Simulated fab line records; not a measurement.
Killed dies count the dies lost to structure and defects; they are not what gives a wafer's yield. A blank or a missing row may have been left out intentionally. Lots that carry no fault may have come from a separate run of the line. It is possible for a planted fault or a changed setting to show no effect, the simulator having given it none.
Split-lot trial + flow rit_cmos + on a route of 202 steps: 5 lots, 23 wafers read

## THE SPLIT ITSELF
At RIT_NLDD_IMPLANT_08, the setting dose_cm2 was moved away from the recipe's 5e+14 on 8 of the 23 wafers read, by -7.4% to +5.4%. The other wafers ran this setting at the recipe's value.

## FROM THE SPLIT TO THE READING: what the file shows between them, 13 steps
- RIT_NLDD_STRIP_09: strips in O2, time 180 s
- RIT_NLDD_TW_MEAS_10
- RIT_PLDD_DEVELOP_05: develop time 50 s (also split here: dev_temp_c)
- RIT_PLDD_HARDBAKE_07: time 60 s
- RIT_PLDD_STRIP_09: strips in O2, time 180 s
- RIT_SPACER_CLEAN_00: cleans in SC1, time 600 s
- RIT_NSD_IMPLANT_08 (also split here: energy_kev)
- RIT_PSD_IMPLANT_08 (also split here: energy_kev)
- RIT_PSD_STRIP_09: strips in O2, time 180 s
- RIT_SDANNEAL_CLEAN_02: cleans in SC2, time 600 s
- RIT_SDANNEAL_RTA_03: time 5 s
- RIT_SDANNEAL_RS_MEAS_04: measures by four-point-probe
- RIT_SDANNEAL_RS_MEAS_05: measures by four-point-probe

## THE READING
NLDD_RS (ohm/sq), read at RIT_SDANNEAL_RS_MEAS_07 with a four-point probe. Typical for fault-free wafers on this fab line: 151.3 ohm/sq, with standard deviation 0.56 ohm/sq.

| wafer  | tool, chamber at the split | dose_cm2 as run | against the recipe | NLDD_RS, ohm/sq | against lot-mates on the recipe |
|--------|----------------------------|-----------------|--------------------|-----------------|---------------------------------|
| L074.1 | implanter-02, 0            | 5e+14           | recipe             | 151.5           | -                               |
| L074.2 | implanter-02, 0            | 4.629e+14       | -7.4%              | 161.3           | +10.0                           |
| L074.3 | implanter-02, 0            | 5e+14           | recipe             | 151.2           | -                               |
| L074.5 | implanter-02, 0            | 4.629e+14       | -7.4%              | 161.0           | +9.7                            |
| L074.6 | implanter-02, 0            | 5e+14           | recipe             | 151.2           | -                               |
| L076.1 | implanter-01, 0            | 5.271e+14       | +5.4%              | 144.9           | -7.0                            |
| L076.2 | implanter-01, 0            | 5e+14           | recipe             | 152.2           | -                               |
| L076.3 | implanter-01, 0            | 5.271e+14       | +5.4%              | 145.5           | -6.4                            |
| L076.5 | implanter-01, 0            | 5.271e+14       | +5.4%              | 145.4           | -6.5                            |
| L076.6 | implanter-01, 0            | 5e+14           | recipe             | 151.7           | -                               |
| L077.2 | implanter-04, 0            | 5e+14           | recipe             | 151.5           | -                               |
| L077.4 | implanter-04, 0            | 5e+14           | recipe             | 151.2           | -                               |
| L077.5 | implanter-04, 0            | 5e+14           | recipe             | 151.3           | -                               |
| L079.2 | implanter-01, 0            | 5e+14           | recipe             | 150.5           | -                               |
| L079.3 | implanter-01, 0            | 5e+14           | recipe             | 150.8           | -                               |
| L079.4 | implanter-01, 0            | 5e+14           | recipe             | 151.0           | -                               |
| L079.5 | implanter-01, 0            | 5e+14           | recipe             | 151.3           | -                               |
| L079.6 | implanter-01, 0            | 5e+14           | recipe             | 151.3           | -                               |
| L083.1 | implanter-02, 0            | 5e+14           | recipe             | 151.2           | -                               |
| L083.2 | implanter-02, 0            | 4.805e+14       | -3.9%              | 157.0           | +5.6                            |
| L083.3 | implanter-02, 0            | 5e+14           | recipe             | 151.7           | -                               |
| L083.4 | implanter-02, 0            | 4.805e+14       | -3.9%              | 156.5           | +5.1                            |
| L083.6 | implanter-02, 0            | 4.805e+14       | -3.9%              | 156.6           | +5.2                            |

FIT RESULTS
A straight line over all 23 wafers: NLDD_RS changes by -1.25 ohm/sq for each +1% of dose_cm2; r = -0.99; the points scatter about the line by 0.47 ohm/sq.
The same after taking each lot's own level away (the mean of its wafers on the recipe; 23 wafers): -1.29 ohm/sq for each +1%; r = -1.00; scatter 0.28 ohm/sq.
That fit puts the effect of the largest move of dose_cm2 on the reading at 9.6 ohm/sq.
From 150.98 to 151.95 ohm/sq: that is the span of the lots' own levels, equal to 1.7 times the standard deviation above.
Consequently the slope shifts little with the lot-to-lot level, the two slopes agreeing.
Check: for one of the wafers moved furthest among these (-7.4%), held out of the fit, the line's prediction against its lot-mates is +9.58 ohm/sq. Against them it came out at +10 ohm/sq.

## FURTHER SPLITS ON THESE WAFERS
Before the reading, these wafers also passed through other splits. Each is held against what the fit with the lots' levels taken away leaves over:
| other split on the same wafers     | wafers away from the commonest value | r with NLDD_RS (lot level and that fit taken away) |
|------------------------------------|--------------------------------------|----------------------------------------------------|
| RIT_GATE_DEVELOP_15 develop_time_s | 8                                    | -0.24                                              |
| RIT_REOX_OXIDATION_03 ox_time_s    | 15                                   | +0.00                                              |
| RIT_PLDD_DEVELOP_05 dev_temp_c     | 9                                    | +0.05                                              |
| RIT_NSD_IMPLANT_08 energy_kev      | 9                                    | +0.22                                              |
| RIT_PSD_IMPLANT_08 energy_kev      | 7                                    | -0.03                                              |

## THE WHOLE CHAIN: every reading that the file lists as answering this split, in the file's order
| step                    | what it does                 | reading | change (the file's fit)           | r (the file's) |
|-------------------------|------------------------------|---------|-----------------------------------|----------------|
| RIT_NLDD_TW_MEAS_10     |                              | NLDD_TW | +6.28 for each +1% of the setting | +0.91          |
| RIT_SDANNEAL_RS_MEAS_07 | measures by four-point-probe | NLDD_RS | -1.3 for each +1% of the setting  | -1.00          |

## THE FILE'S OWN FIT
NLDD_RS changes by -1.3 ohm/sq for each +1% of dose_cm2, r = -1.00.
